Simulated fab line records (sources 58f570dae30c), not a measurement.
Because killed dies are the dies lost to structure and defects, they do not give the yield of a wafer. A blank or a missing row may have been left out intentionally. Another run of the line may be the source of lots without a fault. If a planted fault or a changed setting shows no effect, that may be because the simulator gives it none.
Shared-tool check    flow berkeley-cmos170    Sampled: 13 lots, 39 wafers

== WHAT PROMPTED THE OPENING ==
1 of 13 lots carry a flag on the reading NSD_TW at UCB170_NSD_TW_MEAS_10. Wafers without a fault read 4177, standard deviation 46.
Rule: a lot is flagged in two cases, either no wafer of it has a number, or all its wafers with numbers fall more than 4 standard deviations from that mean. The rest of the lots are taken to be sound.

lot   measured      on             NSD_TW, wafer by wafer  flag
L192  day 6 12:53   film-metro-03  4208 4192 4227          
L193  day 7 04:00   film-metro-03  4218 4219 4218          
L195  day 7 04:13   film-metro-01  4129 4119 4114          
L194  day 7 04:43   film-metro-01  4136 4137 4126          
L197  day 7 15:37   film-metro-03  4219 4209 4211          
L199  day 8 13:25   film-metro-01  4127 4128 4140          
L198  day 8 13:38   film-metro-03  4208 4200 4198          
L200  day 8 17:58   film-metro-03  30 30 30                FLAGGED
L210  day 10 20:43  film-metro-03  4252 4236 4221          
L209  day 10 21:15  film-metro-01  4141 4107 4124          
L212  day 11 05:57  film-metro-01  4122 4144 4109          
L211  day 11 06:05  film-metro-03  4213 4189 4206          
L213  day 11 09:31  film-metro-01  4148 4142 4135          
On average the flagged lots' numbers are 30, which is -4147 against the usual, or -90 standard deviations.

== TOOL THAT RAN EACH LOT ==
Before the reading, the record contains 2 process steps out of a 331-step route. Every cell lists first the tool, next ch and the chambers used by the sampled wafers, and last the start.
lot   flag     UCB170_PSD_STRIP_09                   UCB170_NSD_STRIP_09
L192           plasma-asher-03 ch 0,1, day 6 11:01   plasma-asher-01 ch 0,1, day 6 12:47
L193           plasma-asher-04 ch 0,1, day 7 02:15   plasma-asher-01 ch 0,1, day 7 03:55
L195           plasma-asher-03 ch 1, day 7 02:29     plasma-asher-03 ch 0,1, day 7 04:07
L194           plasma-asher-03 ch 0,1, day 7 02:55   plasma-asher-01 ch 0,1, day 7 04:36
L197           plasma-asher-04 ch 0,1, day 7 13:56   plasma-asher-02 ch 0,1, day 7 15:32
L199           plasma-asher-04 ch 0,1, day 8 11:26   plasma-asher-03 ch 0,1, day 8 13:19
L198           plasma-asher-01 ch 0,1, day 8 11:40   plasma-asher-02 ch 0,1, day 8 13:32
L200  FLAGGED  plasma-asher-03 ch 0,1, day 8 16:01   plasma-asher-03 ch 0,1, day 8 17:52
L210           plasma-asher-01 ch 0,1, day 10 19:07  plasma-asher-02 ch 0,1, day 10 20:36
L209           plasma-asher-04 ch 0,1, day 10 19:21  plasma-asher-03 ch 0,1, day 10 21:08
L212           plasma-asher-03 ch 0,1, day 11 01:01  plasma-asher-01 ch 0,1, day 11 05:50
L211           plasma-asher-04 ch 0,1, day 11 01:14  plasma-asher-02 ch 0,1, day 11 05:58
L213           plasma-asher-01 ch 0,1, day 11 07:01  plasma-asher-03 ch 0,1, day 11 09:25
What the steps here do:
- UCB170_PSD_STRIP_09: strips in O2.
- UCB170_NSD_STRIP_09: strips in O2.
- UCB170_NSD_TW_MEAS_10

== FLAGGED OVER TOTAL, TOOL BY TOOL (the gauges that took the reading come last) ==
step                   tool             lots run  flagged  share of the flagged lots  sound lots run after its first flagged lot
UCB170_PSD_STRIP_09    plasma-asher-01  3         0        none                       -
UCB170_PSD_STRIP_09    plasma-asher-03  5         1        all                        1 (L212)
UCB170_PSD_STRIP_09    plasma-asher-04  5         0        none                       -
UCB170_NSD_STRIP_09    plasma-asher-01  4         0        none                       -
UCB170_NSD_STRIP_09    plasma-asher-02  4         0        none                       -
UCB170_NSD_STRIP_09    plasma-asher-03  5         1        all                        2 (L209,L213)
UCB170_NSD_TW_MEAS_10  film-metro-01    6         0        none                       -
UCB170_NSD_TW_MEAS_10  film-metro-03    7         1        all                        2 (L210,L211)

== WHAT THE TABLE ALLOWS ==
Rows of the table that ran every flagged lot, 3 in all: plasma-asher-03 at UCB170_PSD_STRIP_09, plasma-asher-03 at UCB170_NSD_STRIP_09, film-metro-03 at UCB170_NSD_TW_MEAS_10.
- plasma-asher-03 at UCB170_PSD_STRIP_09 ran 5 lots, 1 of them flagged. Lots that were sound ran on it after the first flagged one (L212); a persistent fault on the entire tool would not allow that. Its own readings lie more than 4 standard deviations out on every wafer of the flagged lots: oes-product-au.
- plasma-asher-03 at UCB170_NSD_STRIP_09 ran 5 lots, 1 of them flagged. Lots that were sound ran on it after the first flagged one (L209, L213); a persistent fault on the entire tool would not allow that. Its own readings lie more than 4 standard deviations out on every wafer of the flagged lots: oes-product-au, strip-time-to-endpoint-s.
- film-metro-03 at UCB170_NSD_TW_MEAS_10 ran 7 lots, 1 of them flagged. Lots that were sound ran on it after the first flagged one (L210, L211); a persistent fault on the entire tool would not allow that.
There is no row in the table that ran each flagged lot and no sound lot after the first.

== WHAT HAD BEEN PUT IN BY THE SIMULATOR ==
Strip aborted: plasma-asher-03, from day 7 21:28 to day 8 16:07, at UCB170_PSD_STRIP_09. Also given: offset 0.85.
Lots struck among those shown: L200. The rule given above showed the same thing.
